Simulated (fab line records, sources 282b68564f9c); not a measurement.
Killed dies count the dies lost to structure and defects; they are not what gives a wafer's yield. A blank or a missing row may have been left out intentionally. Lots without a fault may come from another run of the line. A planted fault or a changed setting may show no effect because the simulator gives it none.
8D (eight disciplines) problem report, filled in by code || flow rit_cmos || the parts of the form that need people (team, actions taken, sign-off) are left out

1. WHAT WENT WRONG
NWELL_RS at RIT_WELLDRIVE_RS_MEAS_01 reads a mean of 300.7 ohm/sq on 3 wafers of 1 lot; wafers without a fault read 275.6 ohm/sq with a standard deviation of 0.79. That is +32 standard deviations from the usual mean.
The step: measures by four-point-probe.
Seen first at day 5 01:20 on film_metro-04, wafer L127.2. At this step, 39 wafers from 13 lots have a number in the record. By rule, "out" or "out of limits" means more than 4 standard deviations away from the usual mean. The rest of the wafers with a number are treated as sound.

2. WHAT IT IS, AND WHAT IT ISN'T
{"question": "which readings at this step", "is": "NWELL_RS", "is not": "-"}
{"question": "which lots", "is": "L127", "is not": "L114, L115, L116, L117, L118, L120, L122, L123, L125, L128, L131, L136"}
{"question": "which wafers of those lots", "is": "all that have a number", "is not": "-"}
{"question": "read on which gauges", "is": "film_metro-04", "is not": "film_metro-01, film_metro-03"}
{"question": "when", "is": "from day 5 01:20", "is not": "up to then (27 sound wafers); but 9 sound wafers of L128, L131, L136 came after"}

3. THE SUSPECTS, EACH WITH WHAT RULES IT OUT
Counting: a tool at a process step up to the reading stays a suspect if it ran every lot that is out and no sound lot after the first of them.
- the gauge at RIT_WELLDRIVE_RS_MEAS_01 has been ruled out. All the wafers that are out were read on film_metro-04, but those of them that RIT_WELLDRIVE_ANNEAL_00 has rows for are out there too, on other tools.
- furnace-01 at RIT_WELLDRIVE_ANNEAL_00 (time 14700 s): kept. It ran the lot that is out, L127 (day 4 20:14), and no sound lot after that; its last sound lot up to then is L125 (day 4 07:29). Its own run_length_s readings are out on those wafers.
After counting, what remains is furnace-01 at RIT_WELLDRIVE_ANNEAL_00.

4. THE CAUSE (what the simulator had put in)
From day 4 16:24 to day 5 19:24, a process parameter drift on furnace-01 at RIT_WELLDRIVE_ANNEAL_00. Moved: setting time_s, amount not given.
This tool alone remained once counting was done.

5. THE EFFECT CHAIN, in route order
One row per reading whose mean, taken over the struck wafers that have a number, lies over 3 standard deviations from the usual. Scope: only readings with a usual standard deviation given in the record; hours: median across lots of the time from each lot's start at the first step in this table that gives one to its start at this step; sigmas: change in usual standard deviations.
{"hours": 0, "step": "RIT_WELLDRIVE_ANNEAL_00", "reading": "run_length_s", "usual": "18271 s", "on struck wafers": 12395, "change": -5876, "sigmas": "-99 or more"}
{"hours": 5, "step": "RIT_WELLDRIVE_RS_MEAS_01", "reading": "NWELL_RS", "usual": "275.6 ohm/sq", "on struck wafers": 300.7, "change": "+25.1", "sigmas": "+32"}
{"hours": 5, "step": "RIT_WELLDRIVE_RS_MEAS_02", "reading": "PWELL_RS", "usual": "430.8 ohm/sq", "on struck wafers": 457.2, "change": "+26.4", "sigmas": "+24"}
Here are the process steps it includes:
- RIT_WELLDRIVE_ANNEAL_00: time 14700 s.

6. WHAT WOULD HAVE CAUGHT IT SOONER
The first out-of-limits reading at a measuring or inspecting step in this record came at day 5 01:20, 9 hours after the fault's start at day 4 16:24.
Tool's own readings at RIT_WELLDRIVE_ANNEAL_00, run_length_s: out on all struck wafers the step has rows for; an alarm limit on them would have tripped on the first.
The start of RIT_WELLDRIVE_ANNEAL_00 on furnace-01 came by day 5 01:20 for every one of the lots that are out (1). Had the tool been put on hold then, not one of them would have been saved.
